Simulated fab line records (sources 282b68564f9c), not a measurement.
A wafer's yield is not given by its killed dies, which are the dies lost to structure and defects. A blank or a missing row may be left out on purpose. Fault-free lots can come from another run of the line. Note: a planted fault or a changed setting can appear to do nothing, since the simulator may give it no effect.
fab line records    flow ritCmos
record lots=7  wafers=21  lastDay=7
route steps=202 shown NWELL@30 PWELL@39 M1@202
lots that met no fault: from a run of the same line without faults
startH: start of the lot's first displayed wafer, in hours after the record's first day    waitH: how many hours have passed since the lot's step before this one    " unchanged from the row above    L1.1+2: a single row standing in for several wafers    - either no value or no given start    * or withheld: withheld    < > ~ a bound
route shown NAME@n: NAME is a module with steps in the file, n the number in the route of the first one    usual: average and standard deviation across the fault-free wafers    same: alike in all rows    chamber/n: place in a boat    sites: per-site readings    _std_site: the values' standard deviation    _edge_site: mean of outer sites minus mean of inner sites    radiusMm: how far each site lies from the wafer's centre    mask NAME#n: copy n    behind: the most recent tool/chamber to have shaped the wafer    hold: cause of the lot's hold/its duration in hours/its outcome    device: transistor that didn't switch, given as n, p or np    end of line: tests of these same wafers at the route's end    step lacking rows: just its recipe    killed: not the wafer's yield, but the dies lost to structure and defects at the first sort    map: shows each die of a wafer: x if killed, . if not, _ if none is there
set.NAME: the setting that was run; set.NAME@STEP: the one run at that earlier step    model.NAME: the simulator's own value behind a step, which no gauge read
lots at selected steps of the route; one table per step, one row per wafer
services: from which hour (startH, from the record's first day; less than 0 if before it) a tool's chamber was out of use, for how many hours, and why
## steps
# step RIT_NWELL_SOFTBAKE_02
# recipe resist=NOVOLAK  tempC=90  timeS=60
# step RIT_NWELL_EXPOSE_03
# recipe maskId=M2  na=0.57  targetCdNm=43900  doseMj=250
# step RIT_NWELL_PEB_04
# recipe resist=NOVOLAK  tempC=withheld  timeS=withheld
# step RIT_NWELL_DEVELOP_05
# recipe resist=NOVOLAK  developTimeS=68  devTempC=23
# step RIT_NWELL_OVL_MEAS_06
# usual NWELL_OVL=0.9/1.5
lot.wafer  tool        chamber  startH  waitH  NWELL_OVL[nm]
L436.2     overlay-01  -        41.80   -      2.8
L436.3     "           -        "       "      1.5
L436.4     "           -        "       "      2.7
L439.2     overlay-01  -        57.11   -      2.5
L439.3     "           -        "       "      0.2
L439.4     "           -        "       "      1.1
L445.1     overlay-02  -        87.79   -      0.4
L445.3     "           -        "       "      1.3
L445.6     "           -        "       "      3.0
L446.2     overlay-02  -        93.95   -      1.7
L446.3     "           -        "       "      2.8
L446.4     "           -        "       "      1.7
L447.2     overlay-01  -        96.88   -      2.2
L447.3     "           -        "       "      2.8
L447.6     "           -        "       "      3.0
L449.1     overlay-02  -        108.18  -      0.8
L449.2     "           -        "       "      3.7
L449.4     "           -        "       "      2.4
L452.2     overlay-01  -        121.00  -      0.3
L452.3     "           -        "       "      1.8
L452.5     "           -        "       "      -0.6
# step RIT_NWELL_HARDBAKE_07
# recipe resist=NOVOLAK  tempC=140  timeS=120
# step RIT_NWELL_IMPLANT_08
# recipe species=P  energyKev=170  doseCm2=5e+13  tiltDeg=7
# step RIT_NWELL_STRIP_09
# recipe chemistry=O2  timeS=180  resist=NOVOLAK  platenTempC=withheld  powerW=500  pressureMtorr=4000  o2FlowSccm=4000
# usual drypumpMotorCurrentA=5.6/0.38  rfReflPowerW=6.3/1
lot.wafer  tool            chamber  startH  waitH  drypumpMotorCurrentA  rfHoursCounterH  rfReflPowerW
L436.2     plasmaAsher-04  0        42.23   0.1    5.3                   25               4.9
L436.3     "               0        "       "      5.3                   -                4.9
L436.4     "               1        "       "      5.7                   -                5.9
L439.2     plasmaAsher-01  0        57.54   0.1    5.4                   41               7.5
L439.3     "               0        "       "      5.4                   -                7.4
L439.4     "               1        "       "      5.5                   -                7.1
L445.1     plasmaAsher-01  1        88.23   0.1    5.5                   44               7.5
L445.3     "               0        "       "      5.4                   -                7.9
L445.6     "               1        "       "      5.5                   -                7.3
L446.2     plasmaAsher-04  1        94.38   0.1    5.7                   30               5.5
L446.3     "               0        "       "      5.3                   -                5.0
L446.4     "               1        "       "      5.7                   -                5.7
L447.2     plasmaAsher-01  1        97.31   0.1    5.5                   45               7.5
L447.3     "               0        "       "      5.4                   -                7.3
L447.6     "               0        "       "      5.4                   -                7.6
L449.1     plasmaAsher-04  0        108.62  0.1    5.3                   31               4.9
L449.2     "               1        "       "      5.8                   31               5.7
L449.4     "               0        "       "      5.3                   -                4.9
L452.2     plasmaAsher-04  0        121.43  0.1    5.3                   33               4.7
L452.3     "               0        "       "      5.3                   -                5.4
L452.5     "               0        "       "      5.3                   -                4.9
# step RIT_NWELL_TW_MEAS_10
# usual NWELL_TW=2149/29
lot.wafer  tool          chamber  startH  waitH  NWELL_TW
L436.2     filmMetro-03  -        42.41   0.1    2185
L436.3     "             -        "       "      2176
L436.4     "             -        "       "      2179
L439.2     filmMetro-04  -        57.72   0.1    2109
L439.3     "             -        "       "      2111
L439.4     "             -        "       "      2103
L445.1     filmMetro-02  -        88.40   0.1    2151
L445.3     "             -        "       "      2155
L445.6     "             -        "       "      2159
L446.2     filmMetro-02  -        94.56   0.1    2160
L446.3     "             -        "       "      2162
L446.4     "             -        "       "      2155
L447.2     filmMetro-02  -        97.50   0.1    2168
L447.3     "             -        "       "      2165
L447.6     "             -        "       "      2172
L449.1     filmMetro-03  -        108.79  0.1    2184
L449.2     "             -        "       "      2171
L449.4     "             -        "       "      2170
L452.2     filmMetro-03  -        121.61  0.1    2169
L452.3     "             -        "       "      2165
L452.5     "             -        "       "      2174
# step RIT_PWELL_HMDS_00
# recipe primeTimeS=60  primeTempC=140
# step RIT_PWELL_COAT_01
# recipe resist=NOVOLAK  spinRpm=1984  resistThkNm=1300
# step RIT_PWELL_SOFTBAKE_02
# recipe resist=NOVOLAK  tempC=90  timeS=60
# step RIT_PWELL_EXPOSE_03
# recipe maskId=M3  na=0.57  targetCdNm=43700  doseMj=250
lot.wafer   tool             chamber  startH  waitH  mask  model.PWELL.overlayXNm
L436.2+3+4  ilineStepper-02  0        42.93   0.1    M3#0  -0.07169
L439.2+3+4  ilineStepper-01  0        58.37   0.2    M3#0  -3.009
L445.1+3+6  ilineStepper-01  0        88.91   0.1    M3#0  1.574
L446.2+3+4  ilineStepper-02  0        95.21   0.2    M3#0  6.527
L447.2+3+6  ilineStepper-02  0        98.02   0.1    M3#0  3.614
L449.1+2+4  ilineStepper-01  0        109.30  0.1    M3#0  -3.584
L452.2+3+5  ilineStepper-02  0        122.26  0.2    M3#0  5.286
# step RIT_PWELL_PEB_04
# recipe resist=NOVOLAK  tempC=withheld  timeS=withheld
# step RIT_PWELL_DEVELOP_05
# recipe resist=NOVOLAK  developTimeS=68  devTempC=23
# step RIT_PWELL_OVL_MEAS_06
# usual PWELL_OVL=-0.5/1.2
lot.wafer  tool        chamber  startH  waitH  PWELL_OVL[nm]
L436.2     overlay-01  -        43.35   -      0.9
L436.3     "           -        "       "      -0.4
L436.4     "           -        "       "      -0.4
L439.2     overlay-01  -        58.78   -      -1.6
L439.3     "           -        "       "      -1.1
L439.4     "           -        "       "      -4.5
L445.1     overlay-02  -        89.34   -      0.6
L445.3     "           -        "       "      -1.5
L445.6     "           -        "       "      0.0
L446.2     overlay-01  -        95.62   -      4.4
L446.3     "           -        "       "      4.2
L446.4     "           -        "       "      6.1
L447.2     overlay-02  -        98.43   -      2.7
L447.3     "           -        "       "      3.5
L447.6     "           -        "       "      3.9
L449.1     overlay-02  -        109.73  -      -2.0
L449.2     "           -        "       "      -1.5
L449.4     "           -        "       "      -2.4
L452.2     overlay-01  -        122.67  -      5.0
L452.3     "           -        "       "      3.3
L452.5     "           -        "       "      5.2
# step RIT_PWELL_HARDBAKE_07
# recipe resist=NOVOLAK  tempC=140  timeS=120
# step RIT_M1_PROBE_99
# usual killed_at_M0_to_M3=0.0/0.14  killedAtFrontEnd=6.6/2.7  killedDies=6.7/2.7  killedOpen=3.5/1.9  killedShort=3.1/1.8
# same grossDies=264  killed_at_M4_up=0  killedAtBackSide=0  killedAtContacts=0  killedAtOther=0
lot.wafer  tool       chamber  startH  waitH  killed_at_M0_to_M3  killedAtFrontEnd  killedDies  killedOpen  killedShort
L436.2     prober-01  -        79.37   0.1    0                   7                 7           4           3
L436.3     prober-01  -        79.42   0.2    0                   7                 7           3           4
L436.4     prober-01  -        79.47   0.2    0                   7                 7           4           3
L445.1     prober-02  -        127.64  0.1    1                   8                 9           4           5
L445.3     prober-02  -        127.74  0.2    0                   13                13          7           6
L445.6     prober-02  -        127.89  0.2    0                   9                 9           7           2
L446.2     prober-02  -        135.79  0.1    0                   4                 4           2           2
L446.3     prober-02  -        135.84  0.2    0                   3                 3           2           1
L446.4     prober-02  -        135.89  0.2    0                   6                 6           6           0
L447.2     prober-01  -        135.79  0.1    0                   9                 9           4           5
L447.3     prober-01  -        135.84  0.2    0                   6                 6           3           3
L447.6     prober-01  -        135.99  0.2    0                   11                11          7           4
# killed by level:class
L436.2 FOX1:geometricParticle:open=2 FOX1:geometricParticle:short=1 GATE:geometricParticle:short=1 GATE:geometricParticle:open=1 REOX:geometricParticle:short=1 SPACER:geometricParticle:open=1
L436.3 SILICIDE:geometricParticle:short=2 GATE:geometricParticle:open=1 REOX:geometricParticle:open=1 REOX:geometricParticle:short=1 SPACER:geometricParticle:short=1 SILICIDE:geometricParticle:open=1
L436.4 FOX1:geometricParticle:open=2 FOX1:geometricParticle:short=1 GATE:geometricParticle:open=1 SPACER:geometricParticle:short=1 SILICIDE:geometricParticle:open=1 SILICIDE:geometricParticle:short=1
L445.1 GATE:geometricParticle:open=3 GATE:geometricParticle:short=2 FOX2:geometricParticle:short=1 SPACER:geometricParticle:open=1 SILICIDE:geometricParticle:short=1 M1:geometricParticle:short=1
L445.3 GATE:geometricParticle:short=3 SILICIDE:geometricParticle:open=3 GATE:geometricParticle:open=2 REOX:geometricParticle:open=2 REOX:geometricParticle:short=1 SPACER:geometricParticle:short=1 SILICIDE:geometricParticle:short=1
L445.6 GATE:geometricParticle:open=3 SPACER:geometricParticle:open=3 REOX:geometricParticle:short=2 SILICIDE:geometricParticle:open=1
L446.2 GATE:geometricParticle:open=1 GATE:geometricParticle:short=1 REOX:geometricParticle:open=1 SPACER:geometricParticle:short=1
L447.2 SPACER:geometricParticle:open=2 SPACER:geometricParticle:short=2 FOX1:geometricParticle:open=1 FOX2:geometricParticle:open=1 GATE:geometricParticle:short=1 REOX:geometricParticle:short=1 SILICIDE:geometricParticle:short=1
L446.3 FOX2:geometricParticle:short=1 SPACER:geometricParticle:open=1 SILICIDE:geometricParticle:open=1
L447.3 FOX1:geometricParticle:short=2 FOX1:geometricParticle:open=1 FOX2:geometricParticle:open=1 GATE:geometricParticle:open=1 SPACER:geometricParticle:short=1
L446.4 GATE:geometricParticle:open=2 SILICIDE:geometricParticle:open=2 FOX2:geometricParticle:open=1 SPACER:geometricParticle:open=1
L447.6 FOX1:geometricParticle:short=2 REOX:geometricParticle:open=2 SILICIDE:geometricParticle:open=2 FOX1:geometricParticle:open=1 FOX2:geometricParticle:open=1 SPACER:geometricParticle:open=1 SPACER:geometricParticle:short=1 SILICIDE:geometricParticle:short=1
## services
tool             chamber  startH  hours  kind
ilineStepper-02  -        21.18   5.7    repair
ilineStepper-02  -        54.26   1.7    pm
plasmaAsher-01   -        105.73  1.2    repair
plasmaAsher-01   -        108.75  9.0    pm
plasmaAsher-01   0        108.75  9.0    ventCycle
plasmaAsher-01   1        108.75  9.0    ventCycle
plasmaAsher-01   0        117.75  -      clean
plasmaAsher-01   1        117.75  -      clean
## key
firstSign step=RIT_PWELL_OVL_MEAS_06  reading=PWELL_OVL  direction=up  sigmas=3.9  usual=-0.5  struck=4.3
effect none on later readings
modelEffect step=RIT_PWELL_EXPOSE_03  value=PWELL.overlayXNm  without=0.3991  struck=5.142
metAt RIT_PWELL_EXPOSE_03
struckWafers L446.2,L446.3,L446.4,L447.2,L447.3,L447.6,L452.2,L452.3,L452.5
testerLeftOut L446,L447,L452
onsetBetween 42.93 95.21
fault kind=scannerMatchingOverlay  tool=ilineStepper-02  chamber=-  onsetH=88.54  steps=RIT_PWELL_EXPOSE_03  offset=4.7433
# testerLeftOut: of these lots the tester's yield and bins aren't shown, on N5 and GAA mostly nor the transistor test; their killed dies are dies lost to structure and defects alone, not to doping, threshold or leakage, so they don't give the yield
